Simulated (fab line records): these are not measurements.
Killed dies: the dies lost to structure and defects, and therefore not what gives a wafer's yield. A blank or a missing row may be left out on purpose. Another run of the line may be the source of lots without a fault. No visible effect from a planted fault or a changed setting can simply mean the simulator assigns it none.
fab line records    flow rit-cmos    part 2 of 2: steps 33 to 43 of 43
record: lots: 5  wafers: 15  last-day: 7
route steps=202 shown PLDD@117 SPACER@125 NSD@131 PSD@142 SDANNEAL@153
lots that met no fault: taken from a fault-free run of the same line
start-h: hours from the record's opening day to when the first of the lot's shown wafers began    wait-h: hours since the lot's step before    " unchanged from the row above    L1.1+2: one row covering several wafers at once    - either no value or no given start    * or withheld: withheld    < > ~ a bound
route shown NAME@n: NAME is a module with steps in the file, n the number in the route of the first one    usual: mean and standard deviation over wafers with no fault    same: alike in all rows    chamber/n: place in a boat    sites: readings site by site    _std_site: how widely they spread, as a standard deviation    _edge_site: outer sites' mean less inner sites'    radius-mm: how far each site lies from the wafer's centre    mask NAME#n: copy n    behind: the last tool/chamber to shape the wafer    hold: what put the lot on hold/how long, in hours/how the hold closed    device: names the non-switching transistor (n, p or np)    end of line: the route-end tests of the same wafers    step lacking rows: just its recipe    killed: count of dies lost to structure and defects at first sort (not the wafer's yield)    map: a wafer's dies, marking killed ones x, the rest . and places with no die _
set.NAME: the setting the step ran with; set.NAME@STEP: the setting that earlier step ran with    model.NAME: the simulator's own value behind a step, which no gauge read
a table for each step, a row for each wafer; lots at some steps of the route
services: when a tool's chamber went out of use (start-h, in hours from the record's first day, below 0 if earlier), for how many hours, and the reason
== steps ==
step: RIT_PSD_HARDBAKE_07
recipe: resist: NOVOLAK  temp-c: 140  time-s: 60
lot.wafer   tool            chamber  start-h  wait-h
L075.1+2+4  litho-track-02  0        54.88    0.0
L083.3+5+6  litho-track-02  0        94.82    0.1
L085.3+4+5  litho-track-04  0        104.60   0.1
L088.2+3+4  litho-track-02  0        118.69   0.0
L094.2+3+6  litho-track-02  0        148.30   0.0
step: RIT_PSD_IMPLANT_08
recipe: species: BF2  energy-kev: 27  dose-cm2: 5e+15  tilt-deg: 7
usual: beam-energy-keV: 27.001/0.0091  beam-on-s: 11.5/0.41
lot.wafer  tool          chamber  start-h  wait-h  beam-energy-keV  beam-on-s
L075.1     implanter-01  0        55.03    0.1     27.018           10.7
L075.2     "             0        "        "       27.001           10.7
L075.4     "             0        "        "       26.990           10.5
L083.3     implanter-02  0        94.97    0.1     27.005           11.8
L083.5     "             0        "        "       26.990           11.3
L083.6     "             0        "        "       26.993           12.1
L085.3     implanter-03  0        104.75   0.1     26.998           12.0
L085.4     "             0        "        "       27.009           11.4
L085.5     "             0        "        "       26.992           12.0
L088.2     implanter-02  0        118.84   0.1     27.003           11.6
L088.3     "             0        "        "       27.003           11.9
L088.4     "             0        "        "       27.007           11.7
L094.2     implanter-01  0        148.45   0.1     27.012           11.0
L094.3     "             0        "        "       27.021           10.6
L094.6     "             0        "        "       27.011           11.0
step: RIT_PSD_STRIP_09
recipe: chemistry: O2  time-s: 180  resist: NOVOLAK  platen-temp-c: withheld  power-w: 500  pressure-mtorr: 4000  o2-flow-sccm: 4000
usual: drypump-motor-current-A: 5.8/0.41
lot.wafer  tool             chamber  start-h  wait-h  drypump-motor-current-A  rf-hours-counter-h
L075.1     plasma-asher-04  1        55.18    0.1     6.1                      43
L075.2     "                0        "        "       6.3                      43
L075.4     "                1        "        "       6.1                      -
L083.3     plasma-asher-02  0        95.13    0.1     5.2                      -
L083.5     "                1        "        "       5.5                      -
L083.6     "                0        "        "       5.2                      -
L085.3     plasma-asher-02  0        104.90   0.1     5.2                      -
L085.4     "                1        "        "       5.5                      -
L085.5     "                0        "        "       5.2                      -
L088.2     plasma-asher-01  0        118.96   0.1     6.1                      43
L088.3     "                0        "        "       6.1                      -
L088.4     "                1        "        "       5.4                      -
L094.2     plasma-asher-01  0        148.57   0.1     6.1                      45
L094.3     "                0        "        "       6.1                      -
L094.6     "                1        "        "       5.4                      -
step: RIT_PSD_TW_MEAS_10
usual: PSD_TW: 3430/15
lot.wafer  tool           chamber  start-h  wait-h  PSD_TW
L075.1     film-metro-04  -        55.36    0.1     3426
L075.2     "              -        "        "       3440
L075.4     "              -        "        "       3441
L083.3     film-metro-03  -        95.27    0.1     3420
L083.5     "              -        "        "       3438
L083.6     "              -        "        "       3410
L085.3     film-metro-02  -        105.04   0.1     3419
L085.4     "              -        "        "       3420
L085.5     "              -        "        "       3404
L088.2     film-metro-03  -        119.15   0.1     3436
L088.3     "              -        "        "       3419
L088.4     "              -        "        "       3422
L094.2     film-metro-02  -        148.76   0.1     3453
L094.3     "              -        "        "       3444
L094.6     "              -        "        "       3455
step: RIT_SDANNEAL_CLEAN_00
recipe: chemistry: SC1  mix: 3:3:50  time-s: 600  temp-c: 75
usual: bath-guard-temp-C: 74.9/0.35
lot.wafer  tool          chamber  start-h  wait-h  bath-guard-temp-C
L075.1     wet-bench-02  3        55.42    0.1     74.7
L075.2     "             3        "        "       74.5
L075.4     "             3        "        "       74.6
L083.3     wet-bench-03  2        95.31    0.0     74.7
L083.5     "             2        "        "       75.1
L083.6     "             2        "        "       74.4
L085.3     wet-bench-04  3        105.08   0.0     75.1
L085.4     "             3        "        "       75.0
L085.5     "             3        "        "       75.0
L088.2     wet-bench-04  2        119.20   0.0     75.1
L088.3     "             2        "        "       75.2
L088.4     "             2        "        "       75.2
L094.2     wet-bench-03  2        148.81   0.0     74.6
L094.3     "             2        "        "       74.6
L094.6     "             2        "        "       74.8
step: RIT_SDANNEAL_CLEAN_01
recipe: chemistry: dHF  dilution: 50:1  time-s: 30
lot.wafer   tool          chamber  start-h  wait-h
L075.1+2+4  wet-bench-03  0        55.59    0.0
L083.3+5+6  wet-bench-02  0        95.48    0.0
L085.3+4+5  wet-bench-02  2        105.26   0.0
L088.2+3+4  wet-bench-02  3        119.37   0.0
L094.2+3+6  wet-bench-02  2        148.98   0.0
step: RIT_SDANNEAL_CLEAN_02
recipe: chemistry: SC2  mix: 3:3:50  time-s: 600  temp-c: 75  dry: n2-spin
usual: bath-guard-temp-C: 74.9/0.46
lot.wafer  tool          chamber  start-h  wait-h  bath-guard-temp-C
L075.1     wet-bench-02  2        55.61    0.0     74.4
L075.2     "             2        "        "       74.6
L075.4     "             2        "        "       74.6
L083.3     wet-bench-04  2        95.50    0.0     75.4
L083.5     "             2        "        "       75.2
L083.6     "             2        "        "       75.2
L085.3     wet-bench-03  1        105.27   0.0     74.9
L085.4     "             1        "        "       74.8
L085.5     "             1        "        "       74.6
L088.2     wet-bench-04  2        119.39   0.0     75.3
L088.3     "             2        "        "       75.0
L088.4     "             2        "        "       75.0
L094.2     wet-bench-03  3        149.00   0.0     74.1
L094.3     "             3        "        "       74.0
L094.6     "             3        "        "       74.3
step: RIT_SDANNEAL_RTA_03
recipe: temp-c: 1050  time-s: 5  idle-temp-c: 600  ramp-up-c-per-s: 342  ramp-down-c-per-s: 171  cool-to-c: 600  ambient: N2
usual: ramp-down-c-per-s: 171.00/0.027  wafer_temp_C_max: 1053.5/1.1
lot.wafer  tool           chamber  start-h  wait-h  ramp-down-c-per-s  wafer_temp_C_max
L075.1     rtp-anneal-02  0        55.79    0.0     170.98             1053.2
L075.2     "              0        "        "       170.99             1052.8
L075.4     "              0        "        "       171.02             1054.3
L083.3     rtp-anneal-02  0        95.70    0.0     171.03             1054.9
L083.5     "              0        "        "       171.04             1054.4
L083.6     "              0        "        "       170.95             1053.2
L085.3     rtp-anneal-02  0        105.47   0.0     170.97             1052.7
L085.4     "              0        "        "       171.00             1052.2
L085.5     "              0        "        "       171.01             1053.5
L088.2     rtp-anneal-01  0        119.57   0.0     170.94             1054.5
L088.3     "              0        "        "       171.03             1053.9
L088.4     "              0        "        "       170.96             1054.1
L094.2     rtp-anneal-01  0        149.18   0.0     171.01             1055.1
L094.3     "              0        "        "       170.98             1053.3
L094.6     "              0        "        "       171.01             1052.3
step: RIT_SDANNEAL_RS_MEAS_04
recipe: thk-meas-gauge: four-point-probe
usual: PSD_RS: 116.0/0.31
lot.wafer  tool           chamber  start-h  wait-h  PSD_RS[ohm/sq]
L075.1     film-metro-02  -        55.85    0.0     116.1
L075.2     "              -        "        "       116.2
L075.4     "              -        "        "       116.0
L083.3     film-metro-04  -        95.77    0.1     116.7
L083.5     "              -        "        "       116.4
L083.6     "              -        "        "       116.5
L085.3     film-metro-04  -        105.55   0.1     115.8
L085.4     "              -        "        "       116.1
L085.5     "              -        "        "       115.9
L088.2     film-metro-04  -        119.64   0.1     115.9
L088.3     "              -        "        "       116.4
L088.4     "              -        "        "       115.9
L094.2     film-metro-03  -        149.25   0.1     115.5
L094.3     "              -        "        "       115.6
L094.6     "              -        "        "       115.2
step: RIT_SDANNEAL_RS_MEAS_05
recipe: thk-meas-gauge: four-point-probe
usual: NSD_RS: 84.68/0.29
lot.wafer  tool           chamber  start-h  wait-h  NSD_RS[ohm/sq]
L075.1     film-metro-02  -        55.97    0.1     84.76
L075.2     "              -        "        "       84.93
L075.4     "              -        "        "       84.82
L083.3     film-metro-04  -        95.89    0.1     84.81
L083.5     "              -        "        "       84.93
L083.6     "              -        "        "       84.93
L085.3     film-metro-04  -        105.67   0.1     84.49
L085.4     "              -        "        "       84.84
L085.5     "              -        "        "       84.60
L088.2     film-metro-04  -        119.76   0.1     84.82
L088.3     "              -        "        "       84.67
L088.4     "              -        "        "       85.10
L094.2     film-metro-03  -        149.37   0.1     84.43
L094.3     "              -        "        "       84.47
L094.6     "              -        "        "       84.35
step: RIT_SDANNEAL_RS_MEAS_06
recipe: thk-meas-gauge: four-point-probe
usual: PLDD_RS: 178.9/0.47
lot.wafer  tool           chamber  start-h  wait-h  PLDD_RS[ohm/sq]
L075.1     film-metro-02  -        56.09    0.1     179.5
L075.2     "              -        "        "       179.3
L075.4     "              -        "        "       179.0
L083.3     film-metro-04  -        96.01    0.1     180.1
L083.5     "              -        "        "       179.3
L083.6     "              -        "        "       179.7
L085.3     film-metro-04  -        105.79   0.1     178.4
L085.4     "              -        "        "       177.9
L085.5     "              -        "        "       177.9
L088.2     film-metro-04  -        119.88   0.1     178.5
L088.3     "              -        "        "       179.0
L088.4     "              -        "        "       179.1
L094.2     film-metro-03  -        149.49   0.1     178.8
L094.3     "              -        "        "       178.1
L094.6     "              -        "        "       178.6
== services ==
tool              chamber  start-h  hours  kind
plasma-asher-01   -        26.78    5.5    repair
rie-diel-01       0        35.39    15.6   repair
implanter-02      -        43.73    0.7    repair
implanter-03      -        44.16    9.5    repair
wet-bench-04      -        46.02    2.9    repair
plasma-asher-01   -        46.76    12.8   repair
iline-stepper-02  -        47.05    1.7    pm
rie-diel-02       2        48.25    9.4    repair
rie-diel-02       -        62.39    2.6    repair
implanter-04      -        65.94    1.4    repair
plasma-asher-02   -        69.46    7.5    repair
rie-diel-01       -        73.55    2.8    pm
implanter-01      -        77.38    49.9   pm
implanter-04      -        86.29    2.8    repair
plasma-asher-03   -        93.85    2.8    pm
plasma-asher-02   -        108.75   9.0    pm
plasma-asher-02   0        108.75   9.0    vent-cycle
plasma-asher-02   1        108.75   9.0    vent-cycle
plasma-asher-01   -        120.14   15.6   pm
iline-stepper-01  -        122.91   1.7    pm
implanter-03      -        126.30   4.0    pm
rie-diel-01       2        137.30   2.8    repair
plasma-asher-04   -        143.73   0.8    repair
rie-diel-02       0        144.55   7.6    repair
